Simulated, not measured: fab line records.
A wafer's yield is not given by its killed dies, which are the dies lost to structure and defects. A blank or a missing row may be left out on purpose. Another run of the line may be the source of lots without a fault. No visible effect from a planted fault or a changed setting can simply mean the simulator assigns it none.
A struck lot beside a sound one || flow rit cmos || 14 out of 202 route steps
Sound: these wafers, L158.2, L158.4, L158.5. Wafers struck: L167.1, L167.4, L167.6. The cause is given at the end.
For every step that has rows: the tool of each side, followed by ch and its chambers, followed by its first start. Under that, the readings that differ: sound wafers || struck wafers || difference of the means || sigmas: that difference in standard deviations of wafers without a fault.
alike: a reading whose means differ by less than 2 such deviations, as well as words and numbers matching on both sides. not compared: withheld readings; readings where some wafer has no value; bounds like >300 that might hide an equal value; numbers whose values overlap and for which the record gives no deviation.
Wherever a step has rows on one side only, a row that says differs or no value, or a row with sigmas, the two part there. When numbers do not overlap yet have no deviation, they are printed without sigmas and do not part them. A reading that every wafer of one side lacks parts them only if that side has two wafers or more.

first, 2 steps without rows for these wafers: RIT_ACTIVE_CLEAN_17 (cleans in SC2, time 600 s); RIT_FOX1_OXIDATION_00 (target thk 350.7 nm, ox time 1130 s).
RIT_FOX1_THK_MEAS_01:
  sound: film metro-01 at day 3 04:32; struck: film metro-01 at day 4 23:20
  alike: FOX1_OXIDE_THK
then, 2 steps without rows for these wafers: RIT_FOX1_WET_ETCH_02 (etches SiO2 in BOE, target depth 350 nm, time 390 s); RIT_FOX2_OXIDATION_00 (target thk 350.7 nm, ox time 1130 s).
RIT_FOX2_THK_MEAS_01:
  sound: film metro-02 at day 3 09:07; struck: film metro-01 at day 5 01:17
  alike: FOX2_OXIDE_THK
then, 2 steps without rows for these wafers: RIT_FOX2_CLEAN_02 (cleans in dHF, time 180 s); RIT_FOX2_WET_ETCH_03 (etches Si3N4 in H3PO4, target depth 195 nm, time 2700 s).
RIT_FOX2_THK_MEAS_90:
  sound: film metro-01 at day 3 10:00; struck: film metro-04 at day 5 02:10
  alike: FIELD_OXIDE_LEFT_1_THK
then, 3 steps without rows for these wafers: RIT_NWELL_HMDS_00 (prime time 60 s); RIT_NWELL_COAT_01 (resist thk 1300 nm); RIT_NWELL_SOFTBAKE_02 (time 60 s).
RIT_NWELL_EXPOSE_03: exposes mask M2, target cd 43900 nm.
  sound on iline stepper-01 ch 0, day 3 10:39; struck on iline stepper-01, day 5 02:53
  no value came back on the struck wafers for exposure dose mJ cm2, focus offset nm (nm); on the sound wafers exposure dose mJ cm2 reads 250.27 250.33 249.83
  alike: mask
next, for these wafers, 1 step has no rows: RIT_NWELL_PEB_04.

== WHERE THEY PART ==
Only at RIT_NWELL_EXPOSE_03, as far as this record shows.

WHY: whatever the simulator had introduced
Skipped step whole: iline stepper-01, from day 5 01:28 on, at RIT_NWELL_EXPOSE_03. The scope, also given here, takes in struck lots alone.
